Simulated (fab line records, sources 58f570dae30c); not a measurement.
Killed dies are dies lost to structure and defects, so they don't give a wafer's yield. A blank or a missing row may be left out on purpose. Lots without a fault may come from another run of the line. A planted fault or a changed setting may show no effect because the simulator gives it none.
Tool commonality check | flow berkeley_cmos170 | 13 lots, 42 wafers sampled

WHY IT WAS OPENED
At UCB170_V1_THK_MEAS_04 the reading V1_POLISHED_THK is flagged on 1 of 13 lots. Wafers without a fault read 999.9 nm, standard deviation 1.3.
Rule: a lot is flagged when every wafer of it that has a number lies more than 4 standard deviations from that mean, or none has a number. The other lots count as sound.

lot  | measured     | on            | V1_POLISHED_THK (nm), wafer by wafer | flag
L716 | day 7 15:04  | film_metro-01 | 999.9 998.6 999.5                    |
L717 | day 7 15:04  | film_metro-04 | 1000.1 1000.9 999.7                  |
L715 | day 7 15:21  | film_metro-04 | 999.2 1000.1 999.5                   |
L718 | day 7 21:31  | film_metro-03 | 999.1 999.4 999.2                    |
L719 | day 7 21:32  | film_metro-04 | 999.4 1000.8 1000.8                  |
L723 | day 9 01:02  | film_metro-03 | 998.8 1001.8 1001.3                  |
L722 | day 9 01:02  | film_metro-04 | 1000.8 1000.6 997.5                  |
L721 | day 9 01:20  | film_metro-04 | 1000.3 1001.9 1001.4                 |
L726 | day 9 14:04  | film_metro-04 | 1000.8 999.4 1002.3                  |
L729 | day 10 13:32 | film_metro-04 | 925.2 925.1 925.6 925.1 924.7 925.9  | FLAGGED
L735 | day 11 10:19 | film_metro-03 | 1002.1 999.3 1002.4                  |
L737 | day 11 22:25 | film_metro-04 | 1000.5 1000.1 999.2                  |
L738 | day 12 13:11 | film_metro-03 | 999.9 998.0 1000.6                   |
The numbers of the flagged lots are 925.3 nm on average: -74.6 nm against the usual, or -57 standard deviations.

WHICH TOOL RAN EACH LOT
The record holds 1 process step before the reading, out of a route of 331 steps. In each cell: the tool, then ch and the chambers that the sampled wafers went through, then the start.
lot  | flag    | UCB170_V1_CMP_02
L716 |         | cmp-01 ch 0,2,3, day 7 14:38
L717 |         | cmp-02 ch 0,1,2, day 7 14:41
L715 |         | cmp-02 ch 0,2,3, day 7 14:59
L718 |         | cmp-02 ch 1,2,3, day 7 21:05
L719 |         | cmp-01 ch 0,2,3, day 7 21:05
L723 |         | cmp-01 ch 0,1,2, day 9 00:43
L722 |         | cmp-02 ch 1,2,3, day 9 00:38
L721 |         | cmp-01 ch 0,1,3, day 9 01:04
L726 |         | cmp-01 ch 0,2, day 9 13:41
L729 | FLAGGED | cmp-02 ch 0,2,3, day 10 07:54
L735 |         | cmp-01 ch 0,1,2, day 11 10:02
L737 |         | cmp-01 ch 0,1,3, day 11 22:02
L738 |         | cmp-01 ch 1,2,3, day 12 12:46
What these steps do:
- UCB170_V1_CMP_02: polishes SiO2.
- UCB170_V1_THK_MEAS_04

FLAGGED OVER TOTAL, TOOL BY TOOL (the gauges that took the reading come last)
step                  | tool          | lots run | flagged | share of the flagged lots | sound lots run after its first flagged lot
UCB170_V1_CMP_02      | cmp-01        | 8        | 0       | none                      | -
UCB170_V1_CMP_02      | cmp-02        | 5        | 1       | all                       | 0
UCB170_V1_THK_MEAS_04 | film_metro-01 | 1        | 0       | none                      | -
UCB170_V1_THK_MEAS_04 | film_metro-03 | 4        | 0       | none                      | -
UCB170_V1_THK_MEAS_04 | film_metro-04 | 8        | 1       | all                       | 1 (L737)

WHAT THE TABLE ALLOWS
2 rows of the table ran every flagged lot: cmp-02 at UCB170_V1_CMP_02, film_metro-04 at UCB170_V1_THK_MEAS_04.
- cmp-02 at UCB170_V1_CMP_02: 1 of its 5 lots flagged. Its last sound lot is L722 (day 9 00:38), its first flagged lot L729 (day 10 07:54): a fault that began between those two fits.
- film_metro-04 at UCB170_V1_THK_MEAS_04: 1 of its 8 lots flagged. Sound lots ran on it after the first flagged one (L737), which a lasting fault on the whole tool wouldn't allow.
One tool is left: cmp-02 at UCB170_V1_CMP_02.

WHAT THE SIMULATOR HAD PUT IN
Process parameter drift: cmp-02, from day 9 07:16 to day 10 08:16, at UCB170_V1_CMP_02. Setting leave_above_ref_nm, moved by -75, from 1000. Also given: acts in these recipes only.
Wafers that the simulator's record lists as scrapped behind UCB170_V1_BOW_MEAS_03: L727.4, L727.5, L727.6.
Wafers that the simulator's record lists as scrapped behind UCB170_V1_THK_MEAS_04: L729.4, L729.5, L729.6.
Lots struck among those shown: L729. The rule above found the same.
